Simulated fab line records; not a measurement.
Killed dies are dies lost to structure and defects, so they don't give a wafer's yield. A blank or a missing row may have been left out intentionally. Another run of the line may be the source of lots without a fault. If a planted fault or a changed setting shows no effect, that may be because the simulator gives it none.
Which tool was responsible? | flow berkeley-cmos170 | 14 lots with 41 wafers sampled at 2 steps, on a route of 331 steps

== WHAT THE GAUGES SHOWED, per wafer ==
UCB170_WELLDRIVE_THK_MEAS_02. Usual: WELLDRIVE_OXIDE_THK 200 nm, standard deviation 3.8.
lot  | measured    | on            | WELLDRIVE_OXIDE_THK (nm) | flag
L578 | day 3 18:13 | film-metro-01 | 201 199 203              |
L580 | day 4 07:35 | film-metro-04 | 205 209 209              |
L581 | day 4 14:16 | film-metro-04 | 197 197 198              |
L583 | day 4 20:40 | film-metro-04 | 196 199 200              |
L584 | day 5 04:43 | film-metro-03 | 201 203 201              |
L585 | day 5 04:43 | film-metro-01 | 199 201 198              |
L586 | day 5 15:23 | film-metro-04 | 201 201 200              |
L587 | day 5 23:35 | film-metro-03 | 197 197 199              |
L589 | day 6 04:49 | film-metro-03 | 199 196 197              |
L588 | day 6 04:49 | film-metro-04 | 197 198 197              |
L592 | day 6 16:35 | film-metro-04 | 204 206 203              |
L594 | day 7 05:07 | film-metro-04 | 196 195                  |
L598 | day 8 09:05 | film-metro-01 | 199 202 203              |
L600 | day 8 09:05 | film-metro-03 | 204 199 205              |

UCB170_GATE_THK_MEAS_02. Usual: GATE_OXIDE_THK 6.52 nm, standard deviation 0.16.
lot  | measured     | on            | GATE_OXIDE_THK (nm) | flag
L578 | day 6 17:16  | film-metro-04 | 6.88 6.80 6.72      |
L580 | day 7 04:51  | film-metro-04 | 6.47 6.46 6.45      |
L581 | day 7 18:18  | film-metro-03 | 6.63 6.54 6.69      |
L583 | day 7 18:17  | film-metro-04 | 6.65 6.70 6.64      |
L584 | day 8 03:29  | film-metro-01 | 6.80 6.84 6.77      |
L585 | day 8 03:29  | film-metro-04 | 6.51 6.59 6.58      |
L586 | day 8 16:06  | film-metro-01 | 6.47 6.48 6.39      |
L587 | day 9 03:22  | film-metro-01 | 6.23 6.24 6.34      |
L589 | day 9 03:22  | film-metro-03 | 6.16 6.34 6.38      |
L588 | day 9 03:26  | film-metro-03 | 6.41 6.34 6.35      |
L592 | day 9 11:47  | film-metro-03 | 6.27 6.30 6.36      |
L594 | day 10 04:37 | film-metro-01 | 6.45 6.39           |
L598 | day 10 22:34 | film-metro-01 | 6.45 6.29 6.46      |
L600 | day 10 22:34 | film-metro-04 | 6.34 6.35 6.30      |

== TOOL THAT RAN EACH LOT (tool first, then ch and the chambers of the sampled wafers, then the start) ==
No process step before these readings appears in the record.

== WHAT THE TOOLS THEMSELVES READ (means of the sampled wafers that have a number; where no wafer has one, the mark that the record gives instead) ==
The record holds no such reading with a usual standard deviation.

== THE ANSWER, worked out from the rows above alone ==
Rule: a lot is off if the mean of its wafers that have a number lies more than 3 standard deviations from the usual mean. Also off: a lot with no number at a reading for which 4 or more lots have one. Any other lot the step has rows for is counted as sound. After the gauges, taken in route order, come the tools' own readings; for these a lot's mean is taken, as printed above. The first step at which some lot is off is used, and at that step the reading that is off furthest; a lot without a number counts as furthest.
No lot is off on any of the readings shown, so nothing can be concluded from this.

== WHAT WAS PUT IN BY THE SIMULATOR ==
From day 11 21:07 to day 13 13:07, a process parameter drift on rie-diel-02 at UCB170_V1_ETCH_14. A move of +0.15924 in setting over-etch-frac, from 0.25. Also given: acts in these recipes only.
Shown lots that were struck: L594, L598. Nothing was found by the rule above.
